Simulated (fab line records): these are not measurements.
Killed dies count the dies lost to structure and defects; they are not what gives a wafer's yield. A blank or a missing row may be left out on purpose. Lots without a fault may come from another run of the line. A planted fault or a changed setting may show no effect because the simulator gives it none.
Which tool did it? || flow ritCmos || Sampling: 7 lots, 21 wafers, 2 of 202 route steps

## WHAT THE GAUGES READ, wafer by wafer
RIT_PWELL_TW_MEAS_10.
{"lot": "L128", "measured": "day 2 10:57", "on": "filmMetro-02", "PWELL_TW": "962 959 961"}
{"lot": "L130", "measured": "day 2 19:36", "on": "filmMetro-03", "PWELL_TW": "967 965 968"}
{"lot": "L132", "measured": "day 3 04:35", "on": "filmMetro-03", "PWELL_TW": "969 967 965"}
{"lot": "L135", "measured": "day 3 19:43", "on": "filmMetro-02", "PWELL_TW": "968 966 963"}
{"lot": "L138", "measured": "day 4 10:38", "on": "filmMetro-01", "PWELL_TW": "954 945 951"}
{"lot": "L145", "measured": "day 5 23:49", "on": "filmMetro-02", "PWELL_TW": "1072 1074 1072"}
{"lot": "L147", "measured": "day 6 08:50", "on": "filmMetro-03", "PWELL_TW": "960 958 962"}

## WHICH TOOL RAN EACH LOT (tool, then ch and the chambers of the sampled wafers, then the start)
{"lot": "L128", "RIT_PWELL_IMPLANT_08": "implanter-04 ch 0, day 2 10:38"}
{"lot": "L130", "RIT_PWELL_IMPLANT_08": "implanter-04 ch 0, day 2 19:16"}
{"lot": "L132", "RIT_PWELL_IMPLANT_08": "implanter-04 ch 0, day 3 04:17"}
{"lot": "L135", "RIT_PWELL_IMPLANT_08": "implanter-03 ch 0, day 3 19:23"}
{"lot": "L138", "RIT_PWELL_IMPLANT_08": "implanter-01 ch 0, day 4 10:19"}
{"lot": "L145", "RIT_PWELL_IMPLANT_08": "implanter-01 ch 0, day 5 23:21"}
{"lot": "L147", "RIT_PWELL_IMPLANT_08": "implanter-03 ch 0, day 6 08:32"}
- RIT_PWELL_IMPLANT_08

## THE ANSWER, worked out from the rows above alone
Rule: the lots themselves supply what counts as usual. The widest of any qualifying gaps counts: lots, ordered by their means at a reading, are off when they make up no more than a third of the lots, leave a main group of 4 or more, and stand apart from it by 3 or more times the standard deviation of that group's means. If all means in a main group match to the digits the tables above print for the reading, that group is not used. Also off: a lot with no number at a reading for which 4 or more lots have one. Where the step has rows for the other lots, those lots are counted as sound.
Off: at RIT_PWELL_TW_MEAS_10 (PWELL_TW), L145. The main group: mean 962, standard deviation 5.9.
A tool fits if, at a process step before that reading, it ran every lot that is off, and no sound lot after the first of them. Those tools and the gauges at RIT_PWELL_TW_MEAS_10 are tried in the same way. Can't be told from this: 2 tools fit, implanter-01 at RIT_PWELL_IMPLANT_08, filmMetro-02 at RIT_PWELL_TW_MEAS_10.

## WHAT WAS PUT IN BY THE SIMULATOR
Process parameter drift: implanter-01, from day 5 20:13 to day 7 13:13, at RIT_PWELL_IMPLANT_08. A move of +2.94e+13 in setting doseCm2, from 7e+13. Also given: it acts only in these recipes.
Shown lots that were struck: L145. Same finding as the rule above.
